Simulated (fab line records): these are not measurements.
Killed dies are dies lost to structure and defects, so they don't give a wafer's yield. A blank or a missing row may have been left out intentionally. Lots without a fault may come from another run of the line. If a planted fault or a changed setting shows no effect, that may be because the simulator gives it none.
A struck lot beside a sound one :: flow rit cmos :: 23 out of 202 route steps
Sound: these wafers, L770.3, L770.4, L770.6. The struck wafers were L779.2, L779.4, L779.6. The cause is named last.
For every step that has rows: the tool of each side, followed by ch and its chambers, followed by its first start. Under that, the readings that differ: sound wafers :: struck wafers :: difference of the means :: sigmas: that difference in standard deviations of wafers without a fault.
alike: readings whose means differ by less than 2 such deviations, and words and numbers that are the same on both sides. not compared: withheld readings, readings that some wafer has no value for, bounds like >300 that may hide the same value, and numbers for which the record gives no deviation and whose values overlap.
A row with sigmas, a row that says differs or no value, or rows on one side alone: a step with any of these is where the two part. When numbers do not overlap yet have no deviation, they are printed without sigmas and do not part them. A reading that every wafer of one side lacks parts them only if that side has two wafers or more.

RIT_SDANNEAL_RS_MEAS_06: a four-point-probe measurement.
  sound: film metro-01 at day 4 20:51; struck: film metro-04 at day 6 19:34
  alike: PLDD_RS
RIT_SDANNEAL_RS_MEAS_07: a four-point-probe measurement.
  sound: film metro-01 at day 4 20:58; struck: film metro-04 at day 6 19:41
  alike: NLDD_RS
then, 1 step without rows for these wafers: RIT_SILICIDE_WET_ETCH_00 (etches SiO2 in BOE, target depth 14 nm, time 15 s).
RIT_SILICIDE_SPUTTER_01: material Ti, target thk 30 nm, time 240 s.
  sound: pvd sputter-03 at day 4 21:04; struck: pvd sputter-02 at day 6 19:49
  alike: substrate temp c, throttle valve pct
RIT_SILICIDE_RS_MEAS_02: a four-point-probe measurement.
  sound: film metro-02 at day 4 21:16; struck: film metro-02 at day 6 19:59
  alike: SILICIDE_TI_RS
RIT_SILICIDE_THK_MEAS_03: measures by xrf.
  sound: film metro-02 at day 4 21:22; struck: film metro-02 at day 6 20:05
  alike: SILICIDE_TI_THK
RIT_SILICIDE_RTA_04: time 10 s, ramp up 5 s, ramp down 5 s.
  sound on rtp anneal-01 ch 0, day 4 21:25; struck on rtp anneal-01 ch 0, day 6 20:09
  alike: wafer_temp_C_max
then, 1 step without rows for these wafers: RIT_SILICIDE_WET_ETCH_05 (etches Ti in SPM, time 120 s).
RIT_SILICIDE_RTA_06: time 10 s, ramp up 5 s, ramp down 10 s.
  sound on rtp anneal-02 ch 0, day 4 21:32; struck on rtp anneal-02 ch 0, day 6 20:16
  alike: wafer_temp_C_max
RIT_CONTACT_CVD_00: deposits SiO2 from TEOS, target thk 400 nm, time 61 s.
  sound on pecvd-01 ch 1,2, day 4 21:34; struck on pecvd-01 ch 1,2, day 6 20:19
  alike: heater power w
RIT_CONTACT_THK_MEAS_01:
  sound: film metro-01 at day 4 21:38; struck: film metro-04 at day 6 20:22
  alike: CONTACT_TEOS_THK
then, 1 step without rows for these wafers: RIT_CONTACT_HMDS_02 (prime time 60 s).
RIT_CONTACT_COAT_03: resist thk 1000 nm.
  sound on litho track-04 ch 0, day 4 21:53; struck on litho track-04 ch 0, day 6 20:47
reading: model.NOVOLAK_of_CONTACT_COAT_03.thk nm (nm)
sound: 998.8 997.3 996.7
struck: 1093 1096 1093
difference: +96
sigmas: 
then, 3 steps without rows for these wafers: RIT_CONTACT_SOFTBAKE_04 (time 60 s); RIT_CONTACT_EXPOSE_05 (exposes mask M11, target cd 1000 nm); RIT_CONTACT_PEB_06.
RIT_CONTACT_DEVELOP_07: develop time 120 s.
  sound: litho track-04 ch 0; struck: litho track-03 ch 0
reading: model.CONTACT.cd nm (nm)
sound: 1000 1002 1001
struck: 986.7 989.5 989.1
difference: -12.6
sigmas: 
RIT_CONTACT_CD_MEAS_08: the cd target is 1000 nm.
  sound: cd sem-02 at day 4 22:49; struck: cd sem-02 at day 6 21:44
reading: cd nm (nm)
sound: 1000.5 1001.8 1001.1
struck: 986.8 989.5 989.2
difference: -12.6
sigmas: -5
RIT_CONTACT_OVL_MEAS_09:
  sound: overlay-02 at day 4 22:55; struck: overlay-02 at day 6 21:50
  alike: CONTACT_OVL
then, 1 step without rows for these wafers: RIT_CONTACT_HARDBAKE_10 (time 60 s).
RIT_CONTACT_ETCH_11: etches SiO2 in CHF3/CF4/Ar, stops on TiSi2, target depth 480 nm, time 320 s.
  sound on rie diel-03 ch 2,3, day 4 23:05; struck on rie diel-01 ch 0,1,3, day 6 22:16
reading: model.NOVOLAK_of_CONTACT_COAT_03.thk nm (nm)
sound: 768.4 767.8 766.4
struck: 847 851.6 845.9
difference: +81
sigmas: 

reading: model.CONTACT.cd nm (nm)
sound: 1000 1002 1001
struck: 986.6 989.7 989.4
difference: -12.4
sigmas: 
  alike: CHF3_flow_sccm, drypump motor current A, oes product au, throttle valve pct
  not compared: rf hours counter h
RIT_CONTACT_STRIP_12: strips in O2, time 180 s.
  sound on plasma asher-03 ch 0,1, day 4 23:20; struck on plasma asher-03 ch 0,1, day 6 22:28
  alike: drypump motor current A
  not compared: rf hours counter h
RIT_M1_PROBE_99:
  sound: prober-01 at day 5 04:05; struck: prober-02 at day 7 06:06
  alike: killed_at_M0_to_M3, killed at contacts, killed at front end, killed dies, killed open, killed short

WHERE THEY PART
RIT_CONTACT_CD_MEAS_08 only, going by this record. Later steps at which nothing parts them and some readings are alike: RIT_CONTACT_OVL_MEAS_09, RIT_CONTACT_ETCH_11, RIT_CONTACT_STRIP_12, RIT_M1_PROBE_99.

WHY: whatever the simulator had introduced
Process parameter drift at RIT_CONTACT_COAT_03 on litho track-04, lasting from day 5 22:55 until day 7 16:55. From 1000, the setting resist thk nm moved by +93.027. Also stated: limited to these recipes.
